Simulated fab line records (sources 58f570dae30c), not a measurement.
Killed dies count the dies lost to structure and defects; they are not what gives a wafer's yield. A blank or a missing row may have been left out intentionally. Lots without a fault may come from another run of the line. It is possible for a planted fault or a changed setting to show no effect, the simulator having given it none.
Which tool is to blame?    flow berkeley-cmos170    45 wafers from 15 lots sampled at 5 of the route's 331 steps

== WHAT THE GAUGES READ, wafer by wafer ==
UCB170_V1_THK_MEAS_01.
lot   measured      on             V1_TEOS_THK (nm)
L188  day 7 12:59   film-metro-03  1991 2028 2049
L187  day 7 13:00   film-metro-04  1942 1960 2029
L189  day 7 22:27   film-metro-04  1961 1972 1993
L190  day 8 03:45   film-metro-01  1979 1996 1992
L192  day 8 09:17   film-metro-03  1974 1959 1976
L194  day 8 22:01   film-metro-04  1952 1957 1985
L201  day 10 04:10  film-metro-03  1998 2030 1998
L202  day 10 04:17  film-metro-03  1995 1985 2030
L203  day 11 00:17  film-metro-03  1993 2008 2021
L204  day 11 00:16  film-metro-01  1998 2039 2044
L205  day 11 00:18  film-metro-04  2021 2015 1966
L206  day 11 04:02  film-metro-04  1975 2039 2062
L207  day 11 04:02  film-metro-03  1965 1998 2010
L209  day 11 19:22  film-metro-04  2014 2000 2001
L210  day 11 23:37  film-metro-04  1931 2015 1990

UCB170_M2_RS_MEAS_02: measures by four-point-probe.
lot   measured      on             M2_AL_RS (ohm/sq)
L188  day 7 16:32   film-metro-04  0.0322 0.0321 0.0323
L187  day 7 16:50   film-metro-04  0.0324 0.0325 0.0332
L189  day 8 00:43   film-metro-03  0.0328 0.0329 0.0325
L190  day 8 06:20   film-metro-03  0.0321 0.0323 0.0327
L192  day 8 12:35   film-metro-04  0.0162 0.0161 0.0160
L194  day 9 04:29   film-metro-03  0.0160 0.0158 0.0160
L201  day 10 06:45  film-metro-02  0.0327 0.0320 0.0319
L202  day 10 07:13  film-metro-03  0.0164 0.0160 0.0163
L203  day 11 04:44  film-metro-04  0.0323 0.0322 0.0319
L204  day 11 04:53  film-metro-03  0.0330 0.0328 0.0328
L205  day 11 05:05  film-metro-04  0.0326 0.0328 0.0327
L206  day 11 06:19  film-metro-02  0.0323 0.0320 0.0320
L207  day 11 07:02  film-metro-03  0.0320 0.0323 0.0323
L209  day 11 21:45  film-metro-02  0.0325 0.0329 0.0330
L210  day 12 02:23  film-metro-03  0.0331 0.0327 0.0330

UCB170_M2_THK_MEAS_03: measures by xrf.
lot   measured      on             M2_AL_THK (nm)
L188  day 7 16:40   film-metro-04  918 920 915
L187  day 7 16:57   film-metro-04  908 907 885
L189  day 8 00:50   film-metro-03  893 890 897
L190  day 8 06:26   film-metro-03  913 901 890
L192  day 8 12:41   film-metro-04  1823 1836 1839
L194  day 9 04:36   film-metro-03  1819 1832 1829
L201  day 10 06:52  film-metro-02  895 910 916
L202  day 10 07:20  film-metro-03  1758 1816 1778
L203  day 11 04:50  film-metro-04  908 907 919
L204  day 11 05:00  film-metro-03  887 893 895
L205  day 11 05:11  film-metro-04  897 896 901
L206  day 11 06:25  film-metro-02  895 910 913
L207  day 11 07:08  film-metro-03  912 907 906
L209  day 11 21:52  film-metro-02  896 880 882
L210  day 12 02:30  film-metro-03  883 892 883

== EACH LOT AND THE TOOL THAT RAN IT (in order: tool; ch and the chambers of the sampled wafers; start) ==
lot   UCB170_M1_STRIP_13                    UCB170_M2_SPUTTER_01
L188  plasma-asher-01 ch 0,1, day 7 09:20   pvd-sputter-02, day 7 16:28
L187  plasma-asher-02 ch 0,1, day 7 09:38   pvd-sputter-03, day 7 16:44
L189  plasma-asher-02 ch 0,1, day 7 17:20   pvd-sputter-03, day 8 00:37
L190  plasma-asher-02 ch 0,1, day 7 22:01   pvd-sputter-03, day 8 06:14
L192  plasma-asher-03 ch 0,1, day 8 04:22   pvd-sputter-03, day 8 12:13
L194  plasma-asher-03 ch 0,1, day 8 15:35   pvd-sputter-02, day 9 00:22
L201  plasma-asher-01 ch 0,1, day 9 22:13   pvd-sputter-04, day 10 06:40
L202  plasma-asher-02 ch 0,1, day 10 01:31  pvd-sputter-04, day 10 06:53
L203  plasma-asher-02 ch 0,1, day 10 19:52  pvd-sputter-03, day 11 04:37
L204  plasma-asher-01 ch 0,1, day 10 20:14  pvd-sputter-03, day 11 04:48
L205  plasma-asher-02 ch 0,1, day 10 20:57  pvd-sputter-03, day 11 04:57
L206  plasma-asher-02 ch 0,1, day 10 22:50  pvd-sputter-04, day 11 06:11
L207  plasma-asher-03 ch 0,1, day 10 23:09  pvd-sputter-03, day 11 06:55
L209  plasma-asher-01 ch 0,1, day 11 14:56  pvd-sputter-04, day 11 21:40
L210  plasma-asher-03 ch 0,1, day 11 18:17  pvd-sputter-03, day 12 02:17
- UCB170_M1_STRIP_13: strips in O2.
- UCB170_M2_SPUTTER_01: material Al, target thk 900 nm, time 120 s.

== AS READ BY THE TOOLS THEMSELVES (means over the sampled wafers that have a number; for cases with no such wafer, the mark the record gives instead) ==
UCB170_M1_STRIP_13.
lot   tool             drypump-motor-current-A (A)  oes-product-au (a.u.)
L188  plasma-asher-01  5.82                         0.720
L187  plasma-asher-02  5.95                         0.722
L189  plasma-asher-02  5.92                         0.722
L190  plasma-asher-02  5.94                         0.716
L192  plasma-asher-03  5.91                         0.714
L194  plasma-asher-03  5.76                         0.714
L201  plasma-asher-01  5.83                         0.712
L202  plasma-asher-02  5.92                         0.720
L203  plasma-asher-02  6.08                         0.718
L204  plasma-asher-01  5.82                         0.717
L205  plasma-asher-02  5.92                         0.723
L206  plasma-asher-02  5.92                         0.717
L207  plasma-asher-03  5.91                         0.722
L209  plasma-asher-01  5.99                         0.723
L210  plasma-asher-03  5.91                         0.722

UCB170_M2_SPUTTER_01.
lot   tool            throttle-valve-pct (%)
L188  pvd-sputter-02  30.6
L187  pvd-sputter-03  29.2
L189  pvd-sputter-03  29.4
L190  pvd-sputter-03  29.1
L192  pvd-sputter-03  28.7
L194  pvd-sputter-02  30.5
L201  pvd-sputter-04  30.9
L202  pvd-sputter-04  31.2
L203  pvd-sputter-03  28.5
L204  pvd-sputter-03  28.6
L205  pvd-sputter-03  28.8
L206  pvd-sputter-04  31.2
L207  pvd-sputter-03  28.1
L209  pvd-sputter-04  31.4
L210  pvd-sputter-03  28.6

== THE ANSWER, worked out from the rows above alone ==
Rule: usual is defined by the lots themselves. Put in order of their means at a reading, lots are off if they are a third of the lots or fewer, leave a main group of 4 or more, and stand apart from it by a gap of 3 or more times the standard deviation of the main group's means; of several such gaps the widest counts. Not used: any main group whose means are identical at the precision the tables above print for the reading. Also off: a lot with no number at a reading for which 4 or more lots have one. Where the step has rows for the other lots, those lots are counted as sound. After the gauges, taken in route order, come the tools' own readings; for these a lot's mean is taken, as printed above. The first step at which some lot is off is used, and at that step the reading that is off furthest; a lot without a number counts as furthest.
Off: at UCB170_M2_RS_MEAS_02 (M2_AL_RS), L192, L194, L202. Main group: mean 0.0325 ohm/sq, sd 0.00031.
A tool fits if, at a process step before that reading, it ran every lot that is off, and no sound lot after the first of them. Gauges at UCB170_M2_RS_MEAS_02: tried the same way as those tools. Of those tried, none fits.

== WHAT THE SIMULATOR HAD INSERTED ==
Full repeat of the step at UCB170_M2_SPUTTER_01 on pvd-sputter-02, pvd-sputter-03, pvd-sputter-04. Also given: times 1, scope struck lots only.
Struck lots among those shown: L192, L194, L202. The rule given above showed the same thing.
